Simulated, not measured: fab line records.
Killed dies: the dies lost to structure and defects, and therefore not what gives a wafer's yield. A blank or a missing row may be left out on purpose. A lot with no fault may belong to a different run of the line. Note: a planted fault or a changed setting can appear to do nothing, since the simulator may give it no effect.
A struck lot beside a sound one	flow ritCmos	15 steps out of a route of 202
Sound: the wafers L747.2, L747.4, L747.6. Wafers struck: L751.2, L751.3. The cause is named last.
For every step that has rows: the tool of each side, followed by ch and its chambers, followed by its first start. Under that, the readings that differ: sound wafers	struck wafers	difference of the means	sigmas: that difference in standard deviations of wafers without a fault.
alike: words and numbers the same on both sides, and readings whose means are apart by under 2 such deviations; not compared: readings that were withheld, readings missing a value for some wafer, numbers with overlapping values and no deviation given by the record, and bounds like >300 which may hide the same value.
The two part at a step that has a row with sigmas, a row that says differs or no value, or rows on one side only. Numbers that have no deviation but don't overlap get no sigmas and don't part them. Lack of a reading on every wafer of one side parts them only where that side has two or more wafers.

first, 4 steps without rows for these wafers: RIT_ACTIVE_SOFTBAKE_07 (time 60 s); RIT_ACTIVE_EXPOSE_08 (exposes mask M1, target cd 1400 nm); RIT_ACTIVE_PEB_09; RIT_ACTIVE_DEVELOP_10 (develop time 50 s).
RIT_ACTIVE_CD_MEAS_11 targets a cd of 1400 nm.
  sound: cdSem-02 at day 2 16:27; struck: cdSem-02 at day 3 15:53
  alike: cdNm
then, 1 step without rows for these wafers: RIT_ACTIVE_HARDBAKE_12 (time 60 s).
RIT_ACTIVE_ETCH_13: etches Si3N4 in SF6, stops on SiO2, time 210 s, target depth 210 nm.
  sound on rieDiel-04 ch 1,2,3, day 2 16:42; struck on rieDiel-01 ch 0,1, day 3 16:08
reading	sound	struck	difference	sigmas
drypumpMotorCurrentA (A)	5.2 5.2 5.5	6.2 5.8	+0.7	+2
  alike: oesProductAu, throttleValvePct
  not compared: rfHoursCounterH
RIT_ACTIVE_STRIP_14: strips in O2, time 180 s.
  sound on plasmaAsher-02 ch 0,1, day 2 16:50; struck on plasmaAsher-02 ch 0,1, day 3 16:17
  alike: drypumpMotorCurrentA
  not compared: rfHoursCounterH
RIT_ACTIVE_CD_MEAS_90 targets a cd of 1400 nm.
  sound: cdSem-01 at day 2 17:01; struck: cdSem-02 at day 3 16:28
  alike: cdNm
then, 3 steps without rows for these wafers: RIT_ACTIVE_CLEAN_15 (cleans in SC1, time 600 s); RIT_ACTIVE_CLEAN_16 (cleans in dHF, time 30 s); RIT_ACTIVE_CLEAN_17 (cleans in SC2, time 600 s).
RIT_FOX1_OXIDATION_00: target thk 350.7 nm, ox time 1130 s.
  sound on furnace-03 ch 0, day 2 19:44; struck on furnace-04 ch 0, day 3 18:33
reading	sound	struck	difference	sigmas
model.SiO2_of_FOX1_OXIDATION_00.thkNm (nm)	361.2 358.2 360.8	342.4 349.7	-14.0	
RIT_FOX1_THK_MEAS_01:
  sound: filmMetro-04 at day 2 21:04; struck: filmMetro-04 at day 3 19:52
  alike: FOX1_OXIDE_THK
RIT_M1_PROBE_99:
  sound: prober-02 at day 4 21:40; struck: prober-02 at day 5 19:14
reading	sound	struck	difference	sigmas
killedOpen	1 2 4	7	+5	+2
  alike: killedAtFrontEnd, killedDies, killedShort

WHERE THEY PART
Earliest at RIT_ACTIVE_ETCH_13; latest, in this record, at RIT_M1_PROBE_99.

WHY: whatever the simulator had introduced
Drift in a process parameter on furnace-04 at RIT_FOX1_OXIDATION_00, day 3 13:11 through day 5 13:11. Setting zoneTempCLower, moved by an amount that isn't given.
